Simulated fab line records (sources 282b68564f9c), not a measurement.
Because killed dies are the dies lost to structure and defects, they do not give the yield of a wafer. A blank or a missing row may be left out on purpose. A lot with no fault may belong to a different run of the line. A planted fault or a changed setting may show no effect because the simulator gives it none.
Which tool did it? :: flow ritCmos :: 13 lots with 39 wafers sampled at 6 steps, on a route of 202 steps

WHAT THE GAUGES SHOWED, per wafer
RIT_FOX1_THK_MEAS_01.
lot: L471
measured: day 1 20:13
on: filmMetro-02
FOX1_OXIDE_THK (nm): 363 355 359

lot: L472
measured: day 2 00:51
on: filmMetro-03
FOX1_OXIDE_THK (nm): 352 354 357

lot: L473
measured: day 2 04:22
on: filmMetro-03
FOX1_OXIDE_THK (nm): 344 340 343

lot: L476
measured: day 2 17:50
on: filmMetro-03
FOX1_OXIDE_THK (nm): 349 349 345

lot: L477
measured: day 2 23:31
on: filmMetro-03
FOX1_OXIDE_THK (nm): 363 361 360

lot: L478
measured: day 3 03:49
on: filmMetro-02
FOX1_OXIDE_THK (nm): 354 353 352

lot: L479
measured: day 3 09:38
on: filmMetro-03
FOX1_OXIDE_THK (nm): 341 339 340

lot: L480
measured: day 3 14:43
on: filmMetro-03
FOX1_OXIDE_THK (nm): 345 346 341

lot: L489
measured: day 5 10:52
on: filmMetro-02
FOX1_OXIDE_THK (nm): 352 352 345

lot: L490
measured: day 5 16:58
on: filmMetro-02
FOX1_OXIDE_THK (nm): 352 351 353

lot: L491
measured: day 5 21:41
on: filmMetro-02
FOX1_OXIDE_THK (nm): 346 343 347

lot: L493
measured: day 6 07:41
on: filmMetro-01
FOX1_OXIDE_THK (nm): 359 355 350

lot: L494
measured: day 6 11:57
on: filmMetro-03
FOX1_OXIDE_THK (nm): 351 349 349

RIT_FOX2_THK_MEAS_01.
lot: L471
measured: day 1 22:46
on: filmMetro-01
FOX2_OXIDE_THK (nm): 343 348 350

lot: L472
measured: day 2 02:20
on: filmMetro-01
FOX2_OXIDE_THK (nm): 341 337 346

lot: L473
measured: day 2 05:52
on: filmMetro-02
FOX2_OXIDE_THK (nm): 344 342 343

lot: L476
measured: day 2 19:20
on: filmMetro-02
FOX2_OXIDE_THK (nm): 348 350 347

lot: L477
measured: day 3 01:52
on: filmMetro-02
FOX2_OXIDE_THK (nm): 354 351 356

lot: L478
measured: day 3 05:19
on: filmMetro-04
FOX2_OXIDE_THK (nm): 355 356 359

lot: L479
measured: day 3 11:08
on: filmMetro-04
FOX2_OXIDE_THK (nm): 352 346 349

lot: L480
measured: day 3 16:12
on: filmMetro-02
FOX2_OXIDE_THK (nm): 352 356 355

lot: L489
measured: day 5 13:58
on: filmMetro-02
FOX2_OXIDE_THK (nm): 346 340 342

lot: L490
measured: day 5 18:27
on: filmMetro-02
FOX2_OXIDE_THK (nm): 358 350 352

lot: L491
measured: day 5 23:11
on: filmMetro-01
FOX2_OXIDE_THK (nm): 345 346 346

lot: L493
measured: day 6 09:11
on: filmMetro-02
FOX2_OXIDE_THK (nm): 361 358 357

lot: L494
measured: day 6 13:26
on: filmMetro-04
FOX2_OXIDE_THK (nm): 350 353 347

RIT_FOX2_THK_MEAS_91.
lot: L471
measured: day 2 12:36
on: filmMetro-02
FIELD_OXIDE_LEFT_2_THK (nm): 248 252 254

lot: L472
measured: day 2 17:07
on: filmMetro-02
FIELD_OXIDE_LEFT_2_THK (nm): 246 242 251

lot: L473
measured: day 2 19:04
on: filmMetro-01
FIELD_OXIDE_LEFT_2_THK (nm): 249 247 248

lot: L476
measured: day 3 10:13
on: filmMetro-02
FIELD_OXIDE_LEFT_2_THK (nm): 253 255 251

lot: L477
measured: day 3 15:10
on: filmMetro-04
FIELD_OXIDE_LEFT_2_THK (nm): 258 255 261

lot: L478
measured: day 3 18:37
on: filmMetro-01
FIELD_OXIDE_LEFT_2_THK (nm): 260 261 264

lot: L479
measured: day 4 00:29
on: filmMetro-02
FIELD_OXIDE_LEFT_2_THK (nm): 256 250 252

lot: L480
measured: day 4 05:38
on: filmMetro-04
FIELD_OXIDE_LEFT_2_THK (nm): 257 261 261

lot: L489
measured: day 6 03:20
on: filmMetro-02
FIELD_OXIDE_LEFT_2_THK (nm): 250 244 247

lot: L490
measured: day 6 08:21
on: filmMetro-01
FIELD_OXIDE_LEFT_2_THK (nm): 262 255 256

lot: L491
measured: day 6 13:23
on: filmMetro-02
FIELD_OXIDE_LEFT_2_THK (nm): 249 250 250

lot: L493
measured: day 6 22:34
on: filmMetro-04
FIELD_OXIDE_LEFT_2_THK (nm): 265 263 261

lot: L494
measured: day 7 02:38
on: filmMetro-04
FIELD_OXIDE_LEFT_2_THK (nm): 255 257 252

RIT_GATE_CD_MEAS_16 targets a cd of 150 nm.
lot: L471
measured: day 2 18:34
on: cdSem-02
cdNm (nm): 147.8 149.5 149.7

lot: L472
measured: day 2 21:14
on: cdSem-02
cdNm (nm): 153.6 154.8 151.8

lot: L473
measured: day 2 23:02
on: cdSem-02
cdNm (nm): 150.7 147.8 147.8

lot: L476
measured: day 3 16:01
on: cdSem-02
cdNm (nm): 147.8 148.0 146.6

lot: L477
measured: day 3 19:09
on: cdSem-02
cdNm (nm): 151.2 151.6 148.0

lot: L478
measured: day 3 23:05
on: cdSem-02
cdNm (nm): 148.5 150.0 150.0

lot: L479
measured: day 4 04:28
on: cdSem-02
cdNm (nm): 146.5 147.9 146.3

lot: L480
measured: day 4 10:28
on: cdSem-01
cdNm (nm): 166.0 164.8 164.4

lot: L489
measured: day 6 08:08
on: cdSem-01
cdNm (nm): 152.6 151.5 152.9

lot: L490
measured: day 6 12:49
on: cdSem-02
cdNm (nm): 153.9 152.2 152.0

lot: L491
measured: day 6 17:21
on: cdSem-02
cdNm (nm): 147.7 149.5 148.5

lot: L493
measured: day 7 02:33
on: cdSem-02
cdNm (nm): 147.3 146.1 145.9

lot: L494
measured: day 7 07:23
on: cdSem-02
cdNm (nm): 145.4 147.9 147.4

RIT_GATE_CD_MEAS_90 targets a cd of 150 nm.
lot: L471
measured: day 2 19:09
on: cdSem-01
cdNm (nm): 147.8 149.7 149.7

lot: L472
measured: day 2 21:49
on: cdSem-01
cdNm (nm): 154.0 154.6 152.0

lot: L473
measured: day 2 23:38
on: cdSem-01
cdNm (nm): 151.1 147.6 147.7

lot: L476
measured: day 3 16:36
on: cdSem-02
cdNm (nm): 147.7 147.7 147.3

lot: L477
measured: day 3 19:44
on: cdSem-01
cdNm (nm): 151.7 151.2 148.4

lot: L478
measured: day 3 23:41
on: cdSem-02
cdNm (nm): 148.6 150.0 149.6

lot: L479
measured: day 4 05:14
on: cdSem-01
cdNm (nm): 146.5 148.0 147.0

lot: L480
measured: day 4 11:09
on: cdSem-01
cdNm (nm): 165.6 165.0 164.0

lot: L489
measured: day 6 08:43
on: cdSem-01
cdNm (nm): 152.7 151.9 153.2

lot: L490
measured: day 6 13:28
on: cdSem-01
cdNm (nm): 153.9 152.1 151.6

lot: L491
measured: day 6 17:56
on: cdSem-01
cdNm (nm): 148.1 149.5 148.5

lot: L493
measured: day 7 03:08
on: cdSem-02
cdNm (nm): 146.7 146.1 146.4

lot: L494
measured: day 7 07:58
on: cdSem-01
cdNm (nm): 145.2 148.2 148.0

TOOL THAT RAN EACH LOT (tool first, then ch and the chambers of the sampled wafers, then the start)
lot: L471
RIT_GATE_EXPOSE_13: ilineStepper-01 ch 0, day 2 18:10

lot: L472
RIT_GATE_EXPOSE_13: ilineStepper-02 ch 0, day 2 20:50

lot: L473
RIT_GATE_EXPOSE_13: ilineStepper-02 ch 0, day 2 22:38

lot: L476
RIT_GATE_EXPOSE_13: ilineStepper-02 ch 0, day 3 15:37

lot: L477
RIT_GATE_EXPOSE_13: ilineStepper-02 ch 0, day 3 18:45

lot: L478
RIT_GATE_EXPOSE_13: ilineStepper-01 ch 0, day 3 22:41

lot: L479
RIT_GATE_EXPOSE_13: ilineStepper-01 ch 0, day 4 04:04

lot: L480
RIT_GATE_EXPOSE_13: ilineStepper-01 ch 0, day 4 10:01

lot: L489
RIT_GATE_EXPOSE_13: ilineStepper-01 ch 0, day 6 07:44

lot: L490
RIT_GATE_EXPOSE_13: ilineStepper-01 ch 0, day 6 12:25

lot: L491
RIT_GATE_EXPOSE_13: ilineStepper-01 ch 0, day 6 16:57

lot: L493
RIT_GATE_EXPOSE_13: ilineStepper-02 ch 0, day 7 02:09

lot: L494
RIT_GATE_EXPOSE_13: ilineStepper-01 ch 0, day 7 06:57
- RIT_GATE_EXPOSE_13: exposes mask M6, target cd 150 nm.

AS READ BY THE TOOLS THEMSELVES (means over the sampled wafers that have a number; for cases with no such wafer, the mark the record gives instead)
RIT_GATE_EXPOSE_13.
lot: L471
tool: ilineStepper-01
exposureDoseMJCm2: 379.6
focusOffsetNm (nm): 0.7
stageVelMmS (mm/s): 499.92

lot: L472
tool: ilineStepper-02
exposureDoseMJCm2: 379.9
focusOffsetNm (nm): 0.2
stageVelMmS (mm/s): 500.21

lot: L473
tool: ilineStepper-02
exposureDoseMJCm2: 379.6
focusOffsetNm (nm): 0.3
stageVelMmS (mm/s): 500.05

lot: L476
tool: ilineStepper-02
exposureDoseMJCm2: 380.1
focusOffsetNm (nm): 0.5
stageVelMmS (mm/s): 500.15

lot: L477
tool: ilineStepper-02
exposureDoseMJCm2: 380.2
focusOffsetNm (nm): -0.1
stageVelMmS (mm/s): 500.10

lot: L478
tool: ilineStepper-01
exposureDoseMJCm2: 380.0
focusOffsetNm (nm): -0.2
stageVelMmS (mm/s): 499.99

lot: L479
tool: ilineStepper-01
exposureDoseMJCm2: 380.5
focusOffsetNm (nm): -0.2
stageVelMmS (mm/s): 500.18

lot: L480
tool: ilineStepper-01
exposureDoseMJCm2: 380.2
focusOffsetNm (nm): 0.1
stageVelMmS (mm/s): 499.86

lot: L489
tool: ilineStepper-01
exposureDoseMJCm2: 380.3
focusOffsetNm (nm): -0.3
stageVelMmS (mm/s): 499.81

lot: L490
tool: ilineStepper-01
exposureDoseMJCm2: 380.1
focusOffsetNm (nm): 0.6
stageVelMmS (mm/s): 500.14

lot: L491
tool: ilineStepper-01
exposureDoseMJCm2: 379.5
focusOffsetNm (nm): -0.5
stageVelMmS (mm/s): 499.73

lot: L493
tool: ilineStepper-02
exposureDoseMJCm2: 380.1
focusOffsetNm (nm): -0.5
stageVelMmS (mm/s): 500.15

lot: L494
tool: ilineStepper-01
exposureDoseMJCm2: 380.3
focusOffsetNm (nm): 0.7
stageVelMmS (mm/s): 499.84

THE ANSWER, worked out from the rows above alone
Rule: the usual values come from the lots themselves. Put in order of their means at a reading, lots are off if they are a third of the lots or fewer, leave a main group of 4 or more, and stand apart from it by a gap of 3 or more times the standard deviation of the main group's means; of several such gaps the widest counts. A main group whose means are all the same, to the digits that the tables above print for the reading, isn't used. Also off: a lot with no number at a reading for which 4 or more lots have one. Where the step has rows for the other lots, those lots are counted as sound. After the gauges, taken in route order, come the tools' own readings; for these a lot's mean is taken, as printed above. At the first step where some lot is off, the reading lying furthest off is the one used; lots without a number count as furthest.
Off: L480, at RIT_GATE_CD_MEAS_16 (cdNm). Main group: mean 149.4 nm, sd 2.3.
If a tool, at a process step before that reading, ran all the lots that are off and no sound lot after the first of them, it fits. Gauges at RIT_GATE_CD_MEAS_16: tried the same way as those tools. Of those tried, none fits.

WHAT THE SIMULATOR HAD INSERTED
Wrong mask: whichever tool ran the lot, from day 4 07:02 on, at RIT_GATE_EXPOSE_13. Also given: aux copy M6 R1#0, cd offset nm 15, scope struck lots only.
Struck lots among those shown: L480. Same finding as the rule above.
